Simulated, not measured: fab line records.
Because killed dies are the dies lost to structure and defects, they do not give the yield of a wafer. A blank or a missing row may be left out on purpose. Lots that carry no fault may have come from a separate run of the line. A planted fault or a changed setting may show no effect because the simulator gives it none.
fab line records    flow rit-cmos
[record] lots = 6  wafers = 18  last-day = 7
route steps=202 shown NRETRO@60 PRETRO@64 GATE@75 M1@202
lots with no fault: from the same line, run without faults
start-h: hours from the record's first day to the start of the lot's first wafer shown    wait-h: time in hours since the lot's previous step    " same as the row above    L1.1+2: a row that stands for several wafers    - value missing, or start not given    * or withheld: withheld    < > ~ a bound
route shown NAME@n: names a module that has steps shown in the file, with the first one's number in the route    usual: average and standard deviation across the fault-free wafers    same: alike in all rows    chamber/n: place in a boat    sites: per-site readings    _std_site: the standard deviation of these    _edge_site: mean of outer sites minus mean of inner sites    radius-mm: for every site, how far away it sits from the centre of the wafer    mask NAME#n: copy n    behind: the most recent tool/chamber to have shaped the wafer    hold: what put the lot on hold/how long, in hours/how the hold closed    device: the transistor (n, p or np) that didn't switch    end of line: tests run on the same wafers once the route is complete    where a step has no rows: the recipe by itself    killed: at the first sort, the dies lost to defects and structure; wafer yield is something else    map: per-die view of a wafer (x killed, . not killed, _ where there is no die)
set.NAME: setting as actually run; set.NAME@STEP: the setting as run at that earlier step    model.NAME: the simulator's own value behind a step, which no gauge read
certain route steps with their lots: each step a table, each wafer a row
services: when a tool's chamber went out of use (start-h, in hours from the record's first day, below 0 if earlier), for how many hours, and the reason
[[steps]]
[step RIT_NRETRO_HARDBAKE_07]
[recipe] resist = NOVOLAK  temp-c = 140  time-s = 120
[step RIT_NRETRO_IMPLANT_08]
[recipe] species = P  energy-kev = 70  dose-cm2 = 9.82e+12  tilt-deg = 7
[step RIT_NRETRO_STRIP_09]
[recipe] chemistry = O2  time-s = 180  resist = NOVOLAK  platen-temp-c = withheld  power-w = 500  pressure-mtorr = 4000  o2-flow-sccm = 4000
[usual] drypump-motor-current-A = 5.57/0.26  o2-flow-sccm = 4000/13
[same] time-s = 180
lot.wafer  tool             chamber  start-h  wait-h  drypump-motor-current-A  o2-flow-sccm  rf-hours-counter-h
L169.4     plasma-asher-02  0        44.55    0.1     5.33                     3997          -
L169.5     "                0        "        "       5.31                     4016          -
L169.6     "                1        "        "       5.32                     4005          -
L171.3     plasma-asher-04  0        55.35    0.1     5.94                     4003          -
L171.4     "                1        "        "       5.28                     3983          -
L171.6     "                1        "        "       5.27                     3999          -
L182.2     plasma-asher-02  0        112.77   0.1     5.29                     4012          50
L182.5     "                1        "        "       5.34                     3999          -
L182.6     "                0        "        "       5.33                     4001          -
L183.1     plasma-asher-03  0        118.95   0.1     5.86                     4005          30
L183.3     "                0        "        "       5.89                     3998          -
L183.5     "                0        "        "       5.91                     4008          -
L184.1     plasma-asher-04  1        124.75   0.1     5.29                     4003          1
L184.2     "                0        "        "       5.93                     3987          1
L184.5     "                0        "        "       5.95                     3987          -
L187.1     plasma-asher-02  1        133.40   0.2     5.38                     3986          53
L187.4     "                1        "        "       5.33                     4018          -
L187.6     "                1        "        "       5.33                     3993          -
[step RIT_NRETRO_TW_MEAS_10]
[usual] NRETRO_TW = 1048/6.7
lot.wafer  tool           chamber  start-h  wait-h  NRETRO_TW
L169.4     film-metro-03  -        44.70    0.1     1052
L169.5     "              -        "        "       1056
L169.6     "              -        "        "       1053
L171.3     film-metro-04  -        55.49    0.1     1036
L171.4     "              -        "        "       1035
L171.6     "              -        "        "       1039
L182.2     film-metro-03  -        112.95   0.1     1044
L182.5     "              -        "        "       1055
L182.6     "              -        "        "       1042
L183.1     film-metro-02  -        119.13   0.1     1051
L183.3     "              -        "        "       1044
L183.5     "              -        "        "       1049
L184.1     film-metro-02  -        124.93   0.1     1045
L184.2     "              -        "        "       1046
L184.5     "              -        "        "       1039
L187.1     film-metro-03  -        133.57   0.1     1050
L187.4     "              -        "        "       1060
L187.6     "              -        "        "       1046
[step RIT_PRETRO_HMDS_00]
[recipe] prime-time-s = 60  prime-temp-c = 140
[step RIT_PRETRO_COAT_01]
[recipe] resist = NOVOLAK  spin-rpm = 2000  resist-thk-nm = 1300
[step RIT_PRETRO_SOFTBAKE_02]
[recipe] resist = NOVOLAK  temp-c = 90  time-s = 60
[step RIT_PRETRO_EXPOSE_03]
[recipe] mask-id = M5  na = 0.57  target-cd-nm = 43700  dose-mj = 250
[step RIT_PRETRO_PEB_04]
[recipe] resist = NOVOLAK  temp-c = withheld  time-s = withheld
[step RIT_PRETRO_DEVELOP_05]
[recipe] resist = NOVOLAK  develop-time-s = 65.41  dev-temp-c = 23
[step RIT_PRETRO_OVL_MEAS_06]
[usual] PRETRO_OVL = 0.4/1.4
lot.wafer  tool        chamber  start-h  wait-h  PRETRO_OVL[nm]
L169.4     overlay-01  -        45.75    -       0.6
L169.5     "           -        "        "       0.5
L169.6     "           -        "        "       -0.3
L171.3     overlay-02  -        56.54    -       -0.7
L171.4     "           -        "        "       0.5
L171.6     "           -        "        "       0.7
L182.2     overlay-01  -        113.89   -       0.6
L182.5     "           -        "        "       0.4
L182.6     "           -        "        "       0.6
L183.1     overlay-02  -        120.19   -       0.6
L183.3     "           -        "        "       0.7
L183.5     "           -        "        "       -0.8
L184.1     overlay-01  -        125.87   -       1.3
L184.2     "           -        "        "       0.7
L184.5     "           -        "        "       2.8
L187.1     overlay-01  -        134.53   -       0.0
L187.4     "           -        "        "       -0.9
L187.6     "           -        "        "       0.8
[step RIT_PRETRO_HARDBAKE_07]
[recipe] resist = NOVOLAK  temp-c = 140  time-s = 120
[step RIT_PRETRO_IMPLANT_08]
[recipe] species = B  energy-kev = 45  dose-cm2 = 1.2e+13  tilt-deg = 7
[usual] dose-ions-cm2 = 1.2e+13/1.3e+10  faraday-current-uA = 38.1/0.73
lot.wafer  tool          chamber  start-h  wait-h  dose-ions-cm2  faraday-current-uA
L169.4     implanter-02  0        46.27    0.2     1.2014e+13     38.2
L169.5     "             0        "        "       1.2007e+13     38.2
L169.6     "             0        "        "       1.2003e+13     38.0
L171.3     implanter-03  0        56.87    0.2     1.2e+13        37.6
L171.4     "             0        "        "       1.1992e+13     39.1
L171.6     "             0        "        "       1.1999e+13     39.5
L182.2     implanter-03  0        114.19   0.2     1.1994e+13     38.1
L182.5     "             0        "        "       1.202e+13      38.2
L182.6     "             0        "        "       1.1997e+13     38.6
L183.1     implanter-02  0        120.48   0.2     8.032e+12      25.1
L183.3     "             0        "        "       8.028e+12      24.8
L183.5     "             0        "        "       8.028e+12      25.9
L184.1     implanter-03  0        126.16   0.2     1.2007e+13     36.2
L184.2     "             0        "        "       1.2012e+13     38.5
L184.5     "             0        "        "       1.2008e+13     36.6
L187.1     implanter-02  0        134.81   0.2     8.028e+12      25.6
L187.4     "             0        "        "       8.047e+12      25.5
L187.6     "             0        "        "       8.039e+12      26.0
[step RIT_PRETRO_STRIP_09]
[recipe] chemistry = O2  time-s = 180  resist = NOVOLAK  platen-temp-c = withheld  power-w = 500  pressure-mtorr = 4000  o2-flow-sccm = 4000
[usual] drypump-motor-current-A = 5.4/0.42  o2-flow-sccm = 4000/12
[same] time-s = 180
lot.wafer  tool             chamber  start-h  wait-h  drypump-motor-current-A  o2-flow-sccm  rf-hours-counter-h
L169.4     plasma-asher-03  0        46.47    0.2     5.9                      3988          -
L169.5     "                0        "        "       5.9                      4002          -
L169.6     "                1        "        "       5.7                      4013          -
L171.3     plasma-asher-04  0        57.03    0.1     6.0                      3981          -
L171.4     "                1        "        "       5.3                      3987          -
L171.6     "                1        "        "       5.3                      4002          -
L182.2     plasma-asher-03  1        114.32   0.1     5.7                      3988          30
L182.5     "                1        "        "       5.7                      4012          -
L182.6     "                0        "        "       5.9                      3996          -
L183.1     plasma-asher-01  0        120.63   0.1     5.1                      3994          46
L183.3     "                0        "        "       5.1                      4006          -
L183.5     "                0        "        "       5.0                      3995          -
L184.1     plasma-asher-01  0        126.31   0.1     5.0                      3983          47
L184.2     "                1        "        "       4.8                      3980          47
L184.5     "                0        "        "       5.0                      3999          -
L187.1     plasma-asher-01  1        135.11   0.2     4.9                      3985          48
L187.4     "                0        "        "       5.0                      3999          -
L187.6     "                1        "        "       4.9                      4001          -
[step RIT_PRETRO_TW_MEAS_10]
[usual] PRETRO_TW = 476/4.2
lot.wafer  tool           chamber  start-h  wait-h  PRETRO_TW
L169.4     film-metro-03  -        46.62    0.1     481
L169.5     "              -        "        "       480
L169.6     "              -        "        "       481
L171.3     film-metro-01  -        57.16    0.1     470
L171.4     "              -        "        "       471
L171.6     "              -        "        "       471
L182.2     film-metro-01  -        114.50   0.1     467
L182.5     "              -        "        "       469
L182.6     "              -        "        "       467
L183.1     film-metro-02  -        120.80   0.1     422
L183.3     "              -        "        "       421
L183.5     "              -        "        "       421
L184.1     film-metro-02  -        126.48   0.1     477
L184.2     "              -        "        "       478
L184.5     "              -        "        "       476
L187.1     film-metro-02  -        135.29   0.1     420
L187.4     "              -        "        "       422
L187.6     "              -        "        "       423
[step RIT_GATE_WET_ETCH_00]
[recipe] chemistry = BOE  target = SiO2  target-depth-nm = 56  time-s = 60  dry = n2-spin  dilution = 10:1  temp-c = 21.5
[step RIT_M1_PROBE_99]
[usual] killed_at_M0_to_M3 = 0.0/0.12  killed-at-contacts = 0.1/0.25  killed-at-front-end = 7/3.2  killed-dies = 7/3.2  killed-open = 3.5/2.2  killed-short = 3.6/2.1
[same] gross-dies = 264  killed_at_M4_up = 0  killed-at-back-side = 0  killed-at-other = 0
lot.wafer  tool       chamber  start-h  wait-h  killed_at_M0_to_M3  killed-at-contacts  killed-at-front-end  killed-dies  killed-open  killed-short
L169.4     prober-02  -        74.46    0.2     0                   0                   5                    5            0            5
L169.5     prober-02  -        74.51    0.2     0                   0                   19                   19           10           9
L169.6     prober-02  -        74.56    0.2     0                   0                   12                   12           5            7
L182.2     prober-01  -        143.55   0.1     0                   1                   12                   13           7            6
L182.5     prober-01  -        143.70   0.2     0                   0                   3                    3            3            0
L182.6     prober-01  -        143.75   0.2     0                   0                   3                    3            3            0
L183.1     prober-02  -        151.22   0.1     0                   1                   7                    8            3            5
L183.3     prober-02  -        151.32   0.2     0                   0                   10                   10           5            5
L183.5     prober-02  -        151.42   0.2     1                   0                   5                    6            3            3
L184.1     prober-01  -        158.41   0.1     0                   0                   4                    4            0            4
L184.2     prober-01  -        158.46   0.1     0                   0                   2                    2            2            0
L184.5     prober-01  -        158.61   0.2     0                   0                   7                    7            5            2
L187.1     prober-01  -        163.27   0.1     0                   0                   11                   11           7            4
L187.4     prober-01  -        163.42   0.2     0                   0                   5                    5            0            5
L187.6     prober-01  -        163.52   0.2     0                   0                   7                    7            4            3
// killed by level:class
L169.4 SPACER:geometric-particle:short=4 SILICIDE:geometric-particle:short=1
L169.5 FOX1:geometric-particle:open=3 FOX1:geometric-particle:short=2 GATE:geometric-particle:short=2 GATE:geometric-particle:open=2 REOX:geometric-particle:short=2 SILICIDE:geometric-particle:short=2 SILICIDE:geometric-particle:open=2 FOX2:geometric-particle:open=1
L169.6 GATE:geometric-particle:short=4 GATE:geometric-particle:open=3 SPACER:geometric-particle:short=2 FOX1:geometric-particle:short=1 SPACER:geometric-particle:open=1 SILICIDE:geometric-particle:open=1
L182.2 GATE:geometric-particle:open=4 GATE:geometric-particle:short=3 FOX1:geometric-particle:short=2 FOX2:geometric-particle:open=1 FOX2:geometric-particle:short=1 SPACER:geometric-particle:open=1 CONTACT:geometric-particle:open=1
L182.5 FOX1:geometric-particle:open=1 SPACER:geometric-particle:open=1 SILICIDE:geometric-particle:open=1
L182.6 FOX2:geometric-particle:open=1 GATE:geometric-particle:open=1 SILICIDE:geometric-particle:open=1
L183.1 SPACER:geometric-particle:short=2 SPACER:geometric-particle:open=2 FOX1:geometric-particle:short=1 SILICIDE:geometric-particle:open=1 SILICIDE:geometric-particle:short=1 CONTACT:geometric-particle:short=1
L183.3 GATE:geometric-particle:short=3 FOX1:geometric-particle:open=2 GATE:geometric-particle:open=2 REOX:geometric-particle:open=1 REOX:geometric-particle:short=1 SPACER:geometric-particle:short=1
L183.5 FOX1:geometric-particle:short=1 FOX2:geometric-particle:open=1 REOX:geometric-particle:open=1 SILICIDE:geometric-particle:short=1 SILICIDE:geometric-particle:open=1 M1:geometric-particle:short=1
L184.1 FOX1:geometric-particle:short=2 GATE:geometric-particle:short=2
L184.2 SPACER:geometric-particle:open=2
L184.5 SPACER:geometric-particle:open=2 SPACER:geometric-particle:short=2 SILICIDE:geometric-particle:open=2 GATE:geometric-particle:open=1
L187.1 GATE:geometric-particle:open=4 GATE:geometric-particle:short=2 FOX1:geometric-particle:short=1 REOX:geometric-particle:open=1 REOX:geometric-particle:short=1 SPACER:geometric-particle:open=1 SILICIDE:geometric-particle:open=1
L187.4 FOX1:geometric-particle:short=2 FOX2:geometric-particle:short=2 GATE:geometric-particle:short=1
L187.6 GATE:geometric-particle:open=2 REOX:geometric-particle:short=2 FOX1:geometric-particle:open=1 REOX:geometric-particle:open=1 SPACER:geometric-particle:short=1
[[services]]
tool             chamber  start-h  hours  kind
plasma-asher-04  -        43.51    3.7    repair
implanter-03     -        50.85    3.1    repair
plasma-asher-04  -        51.11    3.1    repair
implanter-03     -        51.98    1.2    repair
implanter-03     -        67.06    5.6    pm
plasma-asher-03  -        69.14    3.4    repair
plasma-asher-04  -        77.09    1.1    repair
implanter-03     -        106.03   3.0    repair
plasma-asher-04  -        108.75   9.0    pm
plasma-asher-04  0        108.75   9.0    vent-cycle
plasma-asher-04  1        108.75   9.0    vent-cycle
plasma-asher-04  0        117.75   -      clean
plasma-asher-04  1        117.75   -      clean
plasma-asher-03  -        121.61   15.6   pm
implanter-03     -        128.25   2.3    repair
plasma-asher-04  -        131.12   4.3    pm
[[key]]
[first-sign] step = RIT_PRETRO_IMPLANT_08  reading = dose-ions-cm2  direction = down  sigmas = 99+  usual = 1.2e+13  struck = 8.034e+12
[effect] step = RIT_PRETRO_IMPLANT_08  reading = faraday-current-uA  direction = down  sigmas = 17  usual = 38.1  struck = 25.5
[effect] step = RIT_PRETRO_TW_MEAS_10  reading = PRETRO_TW  direction = down  sigmas = 13  usual = 476  struck = 421
met-at RIT_PRETRO_IMPLANT_08
struck-wafers L183.1,L183.3,L183.5,L187.1,L187.4,L187.6
tester-left-out L183,L187
onset-between 46.27 120.48
[fault] kind = process-parameter-drift  tool = implanter-02  chamber = -  onset-h = 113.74  steps = RIT_PRETRO_IMPLANT_08  channel = dose-cm2  offset = -3.96e+12  shape = step  end-h = 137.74  acts-in = these-recipes-only  stated = 1.2e+13
// tester-left-out: of these lots the tester's yield and bins aren't shown, on N5 and GAA mostly nor the transistor test; their killed dies are dies lost to structure and defects alone, not to doping, threshold or leakage, so they don't give the yield
